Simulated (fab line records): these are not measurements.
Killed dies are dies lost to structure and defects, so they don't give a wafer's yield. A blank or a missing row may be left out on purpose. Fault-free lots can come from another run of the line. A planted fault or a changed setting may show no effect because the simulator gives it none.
Lot-split experiment -- flow ritCmos -- 5 lots, 23 wafers read, on a route of 202 steps

## SPLIT DETAILS
At RIT_NWELL_IMPLANT_08, the setting energyKev was moved away from the recipe's 170 on 5 of the 23 wafers read, by -3.5% to -3.2%. All remaining wafers had this setting at the recipe value.

The reading is taken at the split's own step.

## THE READING
In nm, at RIT_NWELL_IMPLANT_08: implant.drpNm, which is the simulator's own figure and was read by no gauge. The file gives no usual value for it.

wafer,"tool, chamber at the split",energyKev as run,against the recipe,"implant.drpNm, nm",against lot-mates on the recipe
L074.1,"implanter-02, 0",170,recipe,68.82,-
L074.2,"implanter-02, 0",170,recipe,68.82,-
L074.4,"implanter-02, 0",170,recipe,68.82,-
L074.5,"implanter-02, 0",170,recipe,68.82,-
L074.6,"implanter-02, 0",170,recipe,68.82,-
L075.1,"implanter-02, 0",170,recipe,68.82,-
L075.4,"implanter-02, 0",170,recipe,68.82,-
L075.6,"implanter-02, 0",170,recipe,68.82,-
L075.2,"implanter-02, 0",164.1,-3.5%,67.06,-1.76
L075.3,"implanter-02, 0",164.1,-3.5%,67.06,-1.76
L078.1,"implanter-01, 0",170,recipe,68.82,-
L078.6,"implanter-01, 0",170,recipe,68.82,-
L078.3,"implanter-01, 0",164.6,-3.2%,67.21,-1.61
L078.4,"implanter-01, 0",164.6,-3.2%,67.21,-1.61
L078.5,"implanter-01, 0",164.6,-3.2%,67.21,-1.61
L080.1,"implanter-03, 0",170,recipe,68.82,-
L080.2,"implanter-03, 0",170,recipe,68.82,-
L080.3,"implanter-03, 0",170,recipe,68.82,-
L080.5,"implanter-03, 0",170,recipe,68.82,-
L080.6,"implanter-03, 0",170,recipe,68.82,-
L085.2,"implanter-03, 0",170,recipe,68.82,-
L085.3,"implanter-03, 0",170,recipe,68.82,-
L085.6,"implanter-03, 0",170,recipe,68.82,-

FIT RESULTS
A straight line over all 23 wafers: implant.drpNm changes by +0.507 nm for each +1% of energyKev; r = +1.00; the points scatter about the line by 0.00021 nm.
The same after taking each lot's own level away (the mean of its wafers on the recipe; 23 wafers): +0.507 nm for each +1%; r = +1.00; scatter 0.00021 nm.
The reading moves by 1.8 nm for the largest change in energyKev, on that fit.
The lots' own levels span 68.820 to 68.820 nm.
So the lot-to-lot level changes the slope little: the two slopes agree.
Check: -1.76 nm against its lot-mates is what the line predicts for one of the wafers moved furthest among these (-3.5%) when that wafer is left out of the fit. It came out at -1.76 nm against them.

## FURTHER SPLITS ON THESE WAFERS
These wafers also went through other splits before the reading. Each is held against what the fit with the lots' levels taken away leaves over:
other split on the same wafers,wafers away from the commonest value,r with implant.drpNm (lot level and that fit taken away)
RIT_ACTIVE_OXIDATION_01 tempC,15,-0.10
RIT_ACTIVE_DEVELOP_10 developTimeS,8,+0.36

## THE WHOLE CHAIN: every reading that the file lists as answering this split, in the file's order
step,what it does,reading,change (the file's fit),r (the file's)
RIT_NWELL_IMPLANT_08,,"implant.rpNm (the simulator's own value, which no gauge read)",+2.21 nm for each +1% of the setting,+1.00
RIT_NWELL_IMPLANT_08,,"implant.drpNm (the simulator's own value, which no gauge read)",+0.509 nm for each +1% of the setting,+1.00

## THE FILE'S OWN FIT
implant.drpNm changes by +0.509 nm for each +1% of energyKev, r = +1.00.
